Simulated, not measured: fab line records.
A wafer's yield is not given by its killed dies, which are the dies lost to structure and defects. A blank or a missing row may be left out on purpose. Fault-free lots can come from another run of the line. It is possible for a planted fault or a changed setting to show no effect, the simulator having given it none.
What tool caused it? | flow berkeley cmos170 | 42 wafers from 14 lots sampled at 3 of the route's 331 steps

== WHAT THE GAUGES READ, wafer by wafer ==
UCB170_WELLDRIVE_THK_MEAS_02. Usual: WELLDRIVE_OXIDE_THK gives 198 nm (standard deviation 3.1).
lot  | measured    | on            | WELLDRIVE_OXIDE_THK (nm) | flag
L158 | day 3 17:15 | film metro-02 | 197 198 200              |
L160 | day 4 16:34 | film metro-02 | 200 199 201              |
L161 | day 4 16:35 | film metro-01 | 200 198 200              |
L162 | day 4 21:14 | film metro-02 | 197 197 194              |
L163 | day 5 03:20 | film metro-03 | 199 200 197              |
L166 | day 5 10:11 | film metro-01 | 198 196 198              |
L167 | day 5 21:59 | film metro-02 | 195 199 196              |
L168 | day 5 21:59 | film metro-01 | 194 195 194              |
L169 | day 6 07:36 | film metro-02 | 194 195 190              |
L170 | day 6 07:36 | film metro-03 | 196 197 193              |
L178 | day 8 08:37 | film metro-01 | 200 200 204              |
L179 | day 8 08:42 | film metro-03 | 198 196 198              |
L180 | day 9 13:19 | film metro-01 | 196 197 197              |
L181 | day 8 19:14 | film metro-02 | 196 196 196              |

== EACH LOT AND THE TOOL THAT RAN IT (in order: tool; ch and the chambers of the sampled wafers; start) ==
lot  | UCB170_ZERO_STRIP_07                | UCB170_PWELL_ETCH_14
L158 | plasma asher-03 ch 0,1, day 1 18:42 | rie diel-02 ch 0,1,2, day 3 08:28
L160 | plasma asher-04 ch 0,1, day 2 09:57 | rie diel-04 ch 0,3, day 4 03:08
L161 | plasma asher-01 ch 0,1, day 2 15:48 | rie diel-01 ch 0,2,3, day 4 03:08
L162 | plasma asher-03 ch 0,1, day 2 23:04 | rie diel-01 ch 0,1,2, day 4 08:10
L163 | plasma asher-04 ch 1, day 2 23:14   | rie diel-02 ch 0,1, day 4 13:41
L166 | plasma asher-01 ch 0,1, day 3 14:19 | rie diel-02 ch 0,1,3, day 4 22:10
L167 | plasma asher-04 ch 0,1, day 3 20:19 | rie diel-02 ch 0,1,3, day 5 09:07
L168 | plasma asher-01 ch 0,1, day 4 00:45 | rie diel-04 ch 0,1,2, day 5 08:50
L169 | plasma asher-01 ch 0,1, day 4 04:34 | rie diel-01 ch 0,2,3, day 5 18:34
L170 | plasma asher-01 ch 0,1, day 4 04:49 | rie diel-02 ch 1,2, day 5 18:17
L178 | plasma asher-04 ch 0,1, day 6 04:11 | rie diel-02 ch 0,1,2, day 7 13:53
L179 | plasma asher-04 ch 0,1, day 6 04:30 | rie diel-01 ch 0,2, day 7 14:05
L180 | plasma asher-03 ch 0,1, day 6 14:10 | rie diel-04 ch 0,2,3, day 8 19:13
L181 | plasma asher-01 ch 0,1, day 6 14:21 | rie diel-04 ch 0,1,2, day 8 05:45
- UCB170_ZERO_STRIP_07: strips in O2.
- UCB170_PWELL_ETCH_14: etches Si3N4 in CH3F/Ar/O2, stops on SiO2, target depth 242 nm, time 151 s.

== AS READ BY THE TOOLS THEMSELVES (means over the sampled wafers that have a number; for cases with no such wafer, the mark the record gives instead) ==
UCB170_ZERO_STRIP_07. Usual: drypump motor current A 5.67 A, standard deviation 0.072; oes product au 0.727 a.u., standard deviation 0.0045; strip time to endpoint s 21.49 s, standard deviation 0.07.
lot  | tool            | drypump motor current A (A) | oes product au (a.u.) | strip time to endpoint s (s) | flag
L158 | plasma asher-03 | 5.59                        | 0.727                 | 21.38                        |
L160 | plasma asher-04 | 5.74                        | 0.724                 | 21.41                        |
L161 | plasma asher-01 | 5.64                        | 0.730                 | 21.49                        |
L162 | plasma asher-03 | 5.60                        | 0.732                 | 21.36                        |
L163 | plasma asher-04 | 5.70                        | 0.728                 | 21.51                        |
L166 | plasma asher-01 | 5.65                        | 0.729                 | 21.49                        |
L167 | plasma asher-04 | 5.71                        | 0.730                 | 21.58                        |
L168 | plasma asher-01 | 5.65                        | 0.728                 | 21.49                        |
L169 | plasma asher-01 | 5.66                        | 0.722                 | 21.46                        |
L170 | plasma asher-01 | 5.67                        | 0.727                 | 21.55                        |
L178 | plasma asher-04 | 5.72                        | 0.726                 | 21.47                        |
L179 | plasma asher-04 | 5.75                        | 0.727                 | 21.56                        |
L180 | plasma asher-03 | 5.57                        | 0.730                 | 21.41                        |
L181 | plasma asher-01 | 5.65                        | 0.729                 | 21.52                        |

UCB170_PWELL_ETCH_14. Usual: drypump motor current A 5.6 A, standard deviation 0.38; oes product au 0.947 a.u., standard deviation 0.016; throttle valve pct 7.98 %, standard deviation 0.12.
lot  | tool        | drypump motor current A (A) | oes product au (a.u.) | throttle valve pct (%) | flag
L158 | rie diel-02 | 5.3                         | 0.957                 | 7.88                   |
L160 | rie diel-04 | 5.7                         | 0.945                 | 8.00                   |
L161 | rie diel-01 | 5.7                         | 0.952                 | 8.10                   |
L162 | rie diel-01 | 5.7                         | 0.950                 | 8.12                   |
L163 | rie diel-02 | 5.3                         | 0.969                 | 7.86                   |
L166 | rie diel-02 | 5.5                         | 0.943                 | 7.91                   |
L167 | rie diel-02 | 5.6                         | 0.952                 | 7.91                   |
L168 | rie diel-04 | 5.6                         | 0.946                 | 7.90                   |
L169 | rie diel-01 | 5.7                         | 0.944                 | 8.10                   |
L170 | rie diel-02 | 5.3                         | 0.953                 | 7.87                   |
L178 | rie diel-02 | 5.3                         | 0.962                 | 7.87                   |
L179 | rie diel-01 | 6.0                         | 0.941                 | 8.11                   |
L180 | rie diel-04 | 5.8                         | 0.937                 | 7.91                   |
L181 | rie diel-04 | 5.6                         | 0.943                 | 7.90                   |

== THE ANSWER, worked out from the rows above alone ==
Rule: lot off if the mean of its wafers having a number is beyond 3 standard deviations from the usual mean. A lot without any number at a reading at which 4 lots or more have one is off too. All remaining lots with rows at the step are treated as sound. First the gauges in route order, then the tools' own readings, where a lot's mean is used as printed above. The first step at which some lot is off is used, and at that step the reading that is off furthest; a lot without a number counts as furthest.
No lot is off on any of the readings shown, so nothing can be concluded from this.

== WHAT HAD BEEN PUT IN BY THE SIMULATOR ==
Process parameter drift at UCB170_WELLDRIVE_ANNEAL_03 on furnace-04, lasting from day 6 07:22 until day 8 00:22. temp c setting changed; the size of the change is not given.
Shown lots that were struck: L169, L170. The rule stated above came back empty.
